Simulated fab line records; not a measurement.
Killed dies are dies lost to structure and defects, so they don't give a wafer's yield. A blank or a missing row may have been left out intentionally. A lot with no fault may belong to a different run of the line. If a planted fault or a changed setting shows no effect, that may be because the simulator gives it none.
One fault through the eyes of 2 desks -- flow rit_cmos -- only its own numbers are on each desk; what lay behind them is given at the end

== THE METROLOGY DESK ==
Lot by lot, what the gauges showed, no matter which tool ran the lot: averages of those sampled wafers that carry a number. A lot is out of limits, marked OUT, if its mean lies more than 4 standard deviations from the usual mean; the brackets give that distance.
Columns: A = PWELL_TW at RIT_PWELL_TW_MEAS_10, usual 947; B = PWELL_RS at RIT_WELLDRIVE_RS_MEAS_02, usual 429.5 ohm/sq
lot,first seen here,A,B
L262,day 1 22:27,940,429.2
L263,day 2 03:28,944,431.8
L264,day 2 09:17,955,429.0
L265,day 2 14:14,961,428.7
L266,day 2 18:38,943,429.2
L267,day 2 23:55,943,429.3
L268,day 3 04:35,958,430.5
L269,day 3 10:08,958,430.6
L273,day 4 06:04,913 (-4.2) OUT,442.3 (+11) OUT
L274,day 4 11:09,910 (-4.5) OUT,442.7 (+11) OUT
L283,day 6 09:31,948,430.0
L285,day 6 19:47,941,430.2
This desk reports L273, L274 out of limits; the earliest was L273 at day 4 06:04 (PWELL_TW at RIT_PWELL_TW_MEAS_10). L262, L263, L264, L265, L266, L267, L268, L269, L283, L285 stayed within limits.

== DESK OF THE TOOL OWNER: implanter-02 ==
For each lot that ran on this tool, the mean over its sampled wafers that have a number, from the tool's own readings at RIT_PWELL_IMPLANT_08. A lot is out of limits, marked OUT, if its mean lies more than 4 standard deviations from the usual mean; the brackets give that distance.
Columns: A = beam_energy_keV at RIT_PWELL_IMPLANT_08, usual 169.99
lot,first seen here,A
L273,day 4 05:44,119.04 (-99 or more) OUT
L274,day 4 10:50,118.98 (-99 or more) OUT
This desk's finding: out of limits on L273, L274; first on L273, day 4 05:44 (beam_energy_keV at RIT_PWELL_IMPLANT_08). In limits: none.

== PUT TOGETHER ==
An alarm could have come from the tool owner's desk at day 4 05:44, on L273, L274.
An alarm was possible from the metrology desk at day 4 06:04, on L273, L274.
On implanter-02, each named lot ran RIT_PWELL_IMPLANT_08.

== WHAT THE SIMULATOR HAD PUT IN ==
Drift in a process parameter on implanter-02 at RIT_PWELL_IMPLANT_08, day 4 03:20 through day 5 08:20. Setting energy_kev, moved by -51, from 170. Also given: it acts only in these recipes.
Shown lots that were struck: L273, L274.
Delay (hours) between the fault's onset and each desk's first out-of-limits reading: 2 at the tool owner's desk, 3 at the metrology desk.
